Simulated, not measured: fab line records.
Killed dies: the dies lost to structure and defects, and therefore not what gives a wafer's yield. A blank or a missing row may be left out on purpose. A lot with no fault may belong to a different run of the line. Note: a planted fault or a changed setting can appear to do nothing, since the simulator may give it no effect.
fab line records	flow ritCmos
record lots=7	wafers=21	lastDay=7
route steps=202 shown PRETRO@69 GATE@75 FOX2@80 M1@202
lots that met no fault: from a run of the same line without faults
startH: start of the lot's first displayed wafer, in hours after the record's first day	waitH: hours from the lot's prior step to this one	" the same as in the row above	L1.1+2: several wafers, shown together as one row	- no value, or no start given	* or withheld: withheld	< > ~ a bound
route shown NAME@n: a module of which the file shows steps, and the number in the route of the first	usual: the fault-free wafers' mean and standard deviation	same: alike in all rows	chamber/n: place in a boat	sites: the reading at each site	_std_site: how widely they spread, as a standard deviation	_edge_site: inner sites' mean taken away from outer sites' mean	radiusMm: how far each site lies from the wafer's centre	mask NAME#n: copy n	behind: the last tool/chamber to shape the wafer	hold: the reason the lot was held/the length of the hold in hours/how it ended	device: the transistor (n, p or np) that didn't switch	end of line: tests of these same wafers at the route's end	a step without rows: its recipe alone	killed: dies lost to structure and defects at the first sort, not the wafer's yield	map: dies across one wafer; x = killed, . = not, _ = none there
set.NAME: the run value of the setting; set.NAME@STEP: its run value at that earlier step	model.NAME: the simulator's own value behind a step, which no gauge read
certain route steps with their lots: each step a table, each wafer a row
services: a tool's chamber out of use, with start hour (startH, from the record's first day; less than 0 if before it), hours out, and reason
## steps
# step RIT_PRETRO_DEVELOP_05
# recipe resist=NOVOLAK	developTimeS=68	devTempC=23
# step RIT_PRETRO_OVL_MEAS_06
# usual PRETRO_OVL=1.0/1.6
lot.wafer	tool	chamber	startH	waitH	PRETRO_OVL[nm]
L673.1	overlay-01	-	34.03	-	2.1
L673.3	"	-	"	"	1.1
L673.4	"	-	"	"	1.7
L674.2	overlay-01	-	41.32	-	2.3
L674.3	"	-	"	"	5.1
L674.5	"	-	"	"	2.6
L678.1	overlay-01	-	62.43	-	2.8
L678.3	"	-	"	"	4.0
L678.5	"	-	"	"	1.5
L679.2	overlay-02	-	62.68	-	1.4
L679.3	"	-	"	"	-1.2
L679.5	"	-	"	"	0.9
L680.2	overlay-02	-	68.35	-	1.9
L680.3	"	-	"	"	-0.2
L680.5	"	-	"	"	1.9
L688.3	overlay-02	-	108.91	-	0.2
L688.4	"	-	"	"	0.8
L688.5	"	-	"	"	1.2
L694.1	overlay-01	-	138.02	-	1.6
L694.3	"	-	"	"	-0.3
L694.5	"	-	"	"	1.1
# step RIT_PRETRO_HARDBAKE_07
# recipe resist=NOVOLAK	tempC=140	timeS=120
# step RIT_PRETRO_IMPLANT_08
# recipe species=B	energyKev=45	doseCm2=1.2e+13	tiltDeg=7
# step RIT_PRETRO_STRIP_09
# recipe chemistry=O2	timeS=180	resist=NOVOLAK	platenTempC=withheld	powerW=500	pressureMtorr=4000	o2FlowSccm=4000
# usual drypumpMotorCurrentA=5.5/0.47
lot.wafer	tool	chamber	startH	waitH	drypumpMotorCurrentA	rfHoursCounterH
L673.1	plasmaAsher-04	0	34.47	0.1	6.3	40
L673.3	"	1	"	"	5.6	-
L673.4	"	0	"	"	6.3	-
L674.2	plasmaAsher-01	1	41.87	0.1	5.3	25
L674.3	"	0	"	"	5.8	-
L674.5	"	1	"	"	5.4	-
L678.1	plasmaAsher-03	1	62.86	0.1	5.4	41
L678.3	"	1	"	"	5.4	-
L678.5	"	1	"	"	5.3	-
L679.2	plasmaAsher-04	1	63.11	0.1	5.7	43
L679.3	"	1	"	"	5.7	-
L679.5	"	0	"	"	6.3	-
L680.2	plasmaAsher-01	0	68.78	0.1	5.7	27
L680.3	"	1	"	"	5.4	-
L680.5	"	1	"	"	5.3	-
L688.3	plasmaAsher-03	1	109.40	0.1	5.3	-
L688.4	"	0	"	"	4.9	-
L688.5	"	0	"	"	4.8	-
L694.1	plasmaAsher-01	0	138.45	0.1	5.8	35
L694.3	"	0	"	"	5.8	-
L694.5	"	0	"	"	5.8	-
# step RIT_PRETRO_TW_MEAS_10
# usual PRETRO_TW=476/4.7
lot.wafer	tool	chamber	startH	waitH	PRETRO_TW
L673.1	filmMetro-03	-	34.65	0.1	466
L673.3	"	-	"	"	467
L673.4	"	-	"	"	468
L674.2	filmMetro-04	-	42.06	0.1	480
L674.3	"	-	"	"	481
L674.5	"	-	"	"	483
L678.1	filmMetro-02	-	63.04	0.1	481
L678.3	"	-	"	"	479
L678.5	"	-	"	"	478
L679.2	filmMetro-03	-	63.30	0.1	472
L679.3	"	-	"	"	474
L679.5	"	-	"	"	473
L680.2	filmMetro-04	-	68.97	0.1	481
L680.3	"	-	"	"	481
L680.5	"	-	"	"	479
L688.3	filmMetro-04	-	109.53	0.1	482
L688.4	"	-	"	"	480
L688.5	"	-	"	"	480
L694.1	filmMetro-03	-	138.63	0.1	473
L694.3	"	-	"	"	470
L694.5	"	-	"	"	471
# step RIT_GATE_WET_ETCH_00
# recipe chemistry=BOE	target=SiO2	targetDepthNm=56	timeS=60	dry=n2Spin	dilution=10:1	tempC=21.5
# step RIT_GATE_CLEAN_01
# recipe chemistry=SC1	mix=3:3:50	timeS=600	tempC=75
# step RIT_GATE_CLEAN_02
# recipe chemistry=dHF	dilution=50:1	timeS=30
# step RIT_GATE_CLEAN_03
# recipe chemistry=SC2	mix=3:3:50	timeS=600	tempC=75	dry=n2Spin
# step RIT_GATE_CLEAN_04
# recipe chemistry=dHF	dilution=50:1	timeS=60	dry=n2Spin
# step RIT_FOX2_THK_MEAS_91
# recipe reads=SiO2_of_FOX2_OXIDATION_00
# usual FIELD_OXIDE_LEFT_2_THK=255/6.5
lot.wafer	tool	chamber	startH	waitH	FIELD_OXIDE_LEFT_2_THK[nm]
L673.1	filmMetro-01	-	35.15	0.0	265
L673.3	"	-	"	"	259
L673.4	"	-	"	"	256
L674.2	filmMetro-04	-	42.53	0.0	264
L674.3	"	-	"	"	262
L674.5	"	-	"	"	261
L678.1	filmMetro-04	-	63.59	0.0	251
L678.3	"	-	"	"	250
L678.5	"	-	"	"	248
L679.2	filmMetro-01	-	63.80	0.0	248
L679.3	"	-	"	"	242
L679.5	"	-	"	"	244
L680.2	filmMetro-03	-	69.48	0.0	242
L680.3	"	-	"	"	247
L680.5	"	-	"	"	247
L688.3	filmMetro-03	-	110.01	0.0	259
L688.4	"	-	"	"	262
L688.5	"	-	"	"	255
L694.1	filmMetro-03	-	139.10	0.0	260
L694.3	"	-	"	"	263
L694.5	"	-	"	"	263
# step RIT_GATE_OXIDATION_05
# recipe tempC=900	ambient=O2	targetThkA=30	oxTimeS=270
# usual spikeTcCentreC=902.3/0.94	spikeTcLoadC=921.6/2.4	spikeTcSourceC=920/3.1	tubeCenterTempC=899.99/0.076	tube_center_temp_C_max=902.3/0.36	zonePowerLoadPct=25.19/0.25
lot.wafer	tool	chamber	startH	waitH	spikeTcCentreC	spikeTcLoadC	spikeTcSourceC	tubeCenterTempC	tube_center_temp_C_max	zonePowerLoadPct	model.SiO2_of_GATE_OXIDATION_05.thkNm
L673.1	furnace-04	0	39.80	4.6	903.8	923.7	918	900.04	902.4	25.13	3.04
L673.3	"	0	"	"	902.4	923.9	919	900.02	902.8	24.94	3.088
L673.4	"	0	"	"	902.4	924.1	917	900.08	902.2	24.88	3.104
L674.2	furnace-01	0	42.58	0.0	900.7	919.4	921	899.81	902.3	25.25	3.002
L674.3	"	0	"	"	902.1	920.4	921	899.87	902.3	25.25	3.041
L674.5	"	0	"	"	901.4	919.4	921	900.01	902.3	25.49	3.065
L678.1	furnace-01	0	63.65	0.1	886.7	907.0	907	886.05	888.5	24.55	2.449
L678.3	"	0	"	"	887.8	905.1	908	886.05	888.1	24.29	2.436
L678.5	"	0	"	"	888.7	908.2	907	885.84	888.0	24.52	2.478
L679.2	furnace-01	0	64.72	0.9	887.0	903.9	908	886.1	888.0	24.84	2.523
L679.3	"	0	"	"	889.4	905.3	905	885.94	887.9	24.94	2.499
L679.5	"	0	"	"	888.0	905.8	906	886.02	888.5	24.41	2.511
L680.2	furnace-01	0	70.88	1.4	890.3	906.2	905	885.92	887.9	24.02	2.603
L680.3	"	0	"	"	887.4	905.5	908	885.92	888.3	24.68	2.531
L680.5	"	0	"	"	888.4	906.1	909	885.97	888.9	24.50	2.519
L688.3	furnace-03	0	110.05	0.0	900.5	924.0	931	899.95	902.4	25.02	2.997
L688.4	"	0	"	"	903.4	923.7	928	900.08	902.3	25.02	3.046
L688.5	"	0	"	"	903.8	925.8	930	900.04	902.1	25.36	3.071
L694.1	furnace-03	0	139.16	0.1	902.4	924.3	931	899.82	902.9	25.18	3.024
L694.3	"	0	"	"	902.0	924.2	929	899.89	901.9	24.93	2.94
L694.5	"	0	"	"	901.4	924.0	930	900.1	902.4	25.05	2.988
# step RIT_GATE_ANNEAL_06
# recipe tempC=900	timeS=600	ambient=N2O
# step RIT_GATE_THK_MEAS_07
# recipe reads=SiO2_of_GATE_OXIDATION_05
# usual GATE_OXIDE_THK=3.01/0.066
lot.wafer	tool	chamber	startH	waitH	GATE_OXIDE_THK[nm]
L673.1	filmMetro-03	-	41.65	0.0	3.01
L673.3	"	-	"	"	3.10
L673.4	"	-	"	"	3.13
L674.2	filmMetro-04	-	43.92	0.0	3.04
L674.3	"	-	"	"	3.04
L674.5	"	-	"	"	3.07
L678.1	filmMetro-01	-	65.44	0.0	2.44
L678.3	"	-	"	"	2.43
L678.5	"	-	"	"	2.53
L679.2	filmMetro-03	-	67.64	0.0	2.54
L679.3	"	-	"	"	2.48
L679.5	"	-	"	"	2.50
L680.2	filmMetro-03	-	73.92	0.0	2.63
L680.3	"	-	"	"	2.49
L680.5	"	-	"	"	2.57
L688.3	filmMetro-04	-	113.86	0.0	2.99
L688.4	"	-	"	"	3.08
L688.5	"	-	"	"	3.03
L694.1	filmMetro-03	-	143.04	0.0	3.03
L694.3	"	-	"	"	2.95
L694.5	"	-	"	"	3.01
# step RIT_GATE_CVD_08
# recipe material=poly-Si	targetThkNm=250	tempC=610	precursor=SiH4	timeS=2220	pressureMtorr=300	sih4FlowSccm=100
# step RIT_M1_PROBE_99
# usual killedAtContacts=0.1/0.31	killedAtFrontEnd=6.3/2.7	killedDies=6.4/2.7	killedOpen=3.3/2	killedShort=3/1.8
# same grossDies=264	killed_at_M0_to_M3=0	killed_at_M4_up=0	killedAtBackSide=0	killedAtOther=0
lot.wafer	tool	chamber	startH	waitH	killedAtContacts	killedAtFrontEnd	killedDies	killedOpen	killedShort	model.etest.pmos_0p3.rOnOhmUm	model.etest.pmosTurned.rOnOhmUm	model.etest.pmos_0p15.rOnOhmUm	model.etest.nmos_0p3.rOnOhmUm	model.etest.nmos_0p15.driveUaUm	model.etest.nmos_0p15.rOnOhmUm	model.etest.nmosNarrow.driveUaUm	model.etest.nmos_0p3.driveUaUm
L673.1	prober-01	-	67.80	0.1	0	12	12	8	4	6440	3558	2836	2203	468.8	1161	215.7	223.6
L673.3	prober-01	-	67.90	0.2	0	3	3	1	2	6558	3603	2874	2192	453.6	1159	212.2	218.7
L673.4	prober-01	-	67.95	0.2	0	11	11	8	3	6497	3576	2891	2224	455.5	1172	211.9	215.3
L674.2	prober-01	-	70.88	0.1	0	4	4	4	0	6296	3437	2763	2135	468	1126	228.2	227.9
L674.3	prober-01	-	70.93	0.2	0	6	6	2	4	6445	3514	2860	2180	456.9	1144	224.5	223.4
L674.5	prober-01	-	71.03	0.2	1	2	3	2	1	6368	3443	2829	2170	459.1	1130	221.2	220.8
L678.1	prober-02	-	89.43	0.1	0	14	14	10	4	5425	3170	2542	1944	547.6	1066	280.7	277.6
L678.3	prober-02	-	89.53	0.2	0	11	11	8	3	5374	3146	2495	1914	548.8	1052	282.1	280.6
L678.5	prober-02	-	89.63	0.2	0	13	13	8	5	5521	3262	2581	1973	533.9	1074	276.3	273.6
L679.2	prober-01	-	92.53	0.1	0	5	5	2	3	5447	3068	2424	1954	541.7	1035	270.1	265.7
L679.3	prober-01	-	92.58	0.2	0	2	2	2	0	5367	3092	2455	1952	529.2	1076	274	269.9
L679.5	prober-01	-	92.68	0.2	0	4	4	2	2	5336	3009	2420	1922	537.8	1020	274	267
L680.2	prober-02	-	98.04	0.1	0	6	6	2	4	5458	3002	2462	1951	533.9	1060	270.1	268.2
L680.3	prober-02	-	98.09	0.2	0	4	4	1	3	5438	3080	2497	1972	532.8	1083	274.1	271.8
L680.5	prober-02	-	98.19	0.2	0	10	10	3	7	5369	3035	2425	1937	540.8	1060	277.4	275.3
L688.3	prober-01	-	138.19	0.2	0	8	8	6	2	6216	3315	2690	2158	476.9	1126	224.7	226.1
L688.4	prober-01	-	138.24	0.2	1	5	6	1	5	6337	3394	2757	2178	463.7	1145	216.4	219.4
L688.5	prober-01	-	138.29	0.2	0	11	11	4	7	6356	3401	2782	2210	460.2	1156	214.9	218.2
L694.1	prober-01	-	167.17	0.1	1	0	1	0	1	6516	3656	2942	2180	464.3	1163	229.1	228.1
L694.3	prober-01	-	167.27	0.2	0	9	9	8	1	6273	3531	2846	2118	482.8	1129	239	238.2
L694.5	prober-01	-	167.37	0.2	0	12	12	1	9	6386	3528	2854	2127	479.5	1133	233.4	232.8
# killed by level:class
L673.1 FOX1:geometricParticle:open=2 GATE:geometricParticle:open=2 SPACER:geometricParticle:short=2 SPACER:geometricParticle:open=2 FOX1:geometricParticle:short=1 REOX:geometricParticle:open=1 REOX:geometricParticle:short=1 SILICIDE:geometricParticle:open=1
L673.3 FOX1:geometricParticle:short=1 GATE:geometricParticle:open=1 SPACER:geometricParticle:short=1
L673.4 GATE:geometricParticle:open=3 SPACER:geometricParticle:open=3 FOX1:geometricParticle:short=1 REOX:geometricParticle:short=1 REOX:geometricParticle:open=1 SILICIDE:geometricParticle:short=1 SILICIDE:geometricParticle:open=1
L674.2 FOX1:geometricParticle:open=2 GATE:geometricParticle:open=1 SPACER:geometricParticle:open=1
L674.3 SPACER:geometricParticle:short=2 SILICIDE:geometricParticle:short=2 GATE:geometricParticle:open=1 SPACER:geometricParticle:open=1
L674.5 GATE:geometricParticle:open=1 SILICIDE:geometricParticle:open=1 CONTACT:geometricParticle:short=1
L678.1 GATE:geometricParticle:open=5 FOX1:geometricParticle:open=2 GATE:geometricParticle:short=2 REOX:geometricParticle:open=1 SPACER:geometricParticle:open=1 SPACER:geometricParticle:short=1 SILICIDE:geometricParticle:open=1 SILICIDE:geometricParticle:short=1
L678.3 GATE:geometricParticle:open=5 FOX1:geometricParticle:open=2 GATE:geometricParticle:short=2 SILICIDE:geometricParticle:open=1 SILICIDE:geometricParticle:short=1
L678.5 SPACER:geometricParticle:open=4 GATE:geometricParticle:short=2 GATE:geometricParticle:open=2 FOX1:geometricParticle:open=1 FOX2:geometricParticle:short=1 REOX:geometricParticle:short=1 SPACER:geometricParticle:short=1 SILICIDE:geometricParticle:open=1
L679.2 FOX1:geometricParticle:open=1 FOX2:geometricParticle:short=1 GATE:geometricParticle:open=1 GATE:geometricParticle:short=1 REOX:geometricParticle:short=1
L679.3 FOX1:geometricParticle:open=1 REOX:geometricParticle:open=1
L679.5 GATE:geometricParticle:open=2 REOX:geometricParticle:short=2
L680.2 GATE:geometricParticle:short=2 REOX:geometricParticle:open=2 REOX:geometricParticle:short=1 SPACER:geometricParticle:short=1
L680.3 FOX1:geometricParticle:short=1 GATE:geometricParticle:short=1 GATE:geometricParticle:open=1 SILICIDE:geometricParticle:short=1
L680.5 GATE:geometricParticle:short=3 GATE:geometricParticle:open=2 REOX:geometricParticle:short=2 FOX1:geometricParticle:short=1 REOX:geometricParticle:open=1 SILICIDE:geometricParticle:short=1
L688.3 GATE:geometricParticle:open=3 FOX1:geometricParticle:open=1 FOX1:geometricParticle:short=1 GATE:geometricParticle:short=1 SPACER:geometricParticle:open=1 SILICIDE:geometricParticle:open=1
L688.4 GATE:geometricParticle:short=2 REOX:geometricParticle:short=1 SPACER:geometricParticle:short=1 SPACER:geometricParticle:open=1 CONTACT:geometricParticle:short=1
L688.5 GATE:geometricParticle:short=3 FOX1:geometricParticle:short=1 FOX1:geometricParticle:open=1 GATE:geometricParticle:open=1 REOX:geometricParticle:open=1 REOX:geometricParticle:short=1 SPACER:geometricParticle:short=1 SILICIDE:geometricParticle:short=1
L694.1 CONTACT:geometricParticle:short=1
L694.3 SILICIDE:geometricParticle:open=3 GATE:geometricParticle:open=2 FOX1:geometricParticle:open=1 SPACER:geometricParticle:open=1 FOX2:geometricParticle:open=1 SILICIDE:geometricParticle:short=1
L694.5 GATE:geometricParticle:short=4 SILICIDE:geometricParticle:short=2 PWELL:coatMicrobubblePrinted=2 FOX1:geometricParticle:short=1 FOX2:geometricParticle:short=1 REOX:geometricParticle:open=1 SPACER:geometricParticle:short=1
## services
tool	chamber	startH	hours	kind
plasmaAsher-01	-	12.92	11.9	repair
furnace-04	-	24.22	1.5	repair
furnace-03	-	29.80	7.7	pm
plasmaAsher-04	-	68.49	0.4	repair
furnace-03	-	133.39	3.7	pm
## key
firstSign step=RIT_GATE_OXIDATION_05	reading=tubeCenterTempC	direction=down	sigmas=99+	usual=*	struck=*
effect step=RIT_GATE_OXIDATION_05	reading=tube_center_temp_C_max	direction=down	sigmas=40	usual=*	struck=*
effect step=RIT_GATE_THK_MEAS_07	reading=GATE_OXIDE_THK	direction=down	sigmas=7.6	usual=3.01	struck=2.51
modelEffect step=RIT_GATE_OXIDATION_05	value=SiO2_of_GATE_OXIDATION_05.thkNm	without=2.99	struck=2.505
modelEffect step=RIT_M1_PROBE_99	value=etest.pmos_0p3.rOnOhmUm	without=6212	struck=5415
metAt RIT_GATE_OXIDATION_05
struckWafers L678.1,L678.3,L678.5,L679.2,L679.3,L679.5,L680.2,L680.3,L680.5
testerLeftOut L678,L679,L680
fault kind=processParameterDrift	tool=furnace-01	chamber=-	onsetH=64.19	steps=RIT_GATE_OXIDATION_05	channel=tempC	offset=*	shape=step	endH=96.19	actsIn=*	stated=*
# testerLeftOut: of these lots the tester's yield and bins aren't shown, on N5 and GAA mostly nor the transistor test; their killed dies are dies lost to structure and defects alone, not to doping, threshold or leakage, so they don't give the yield
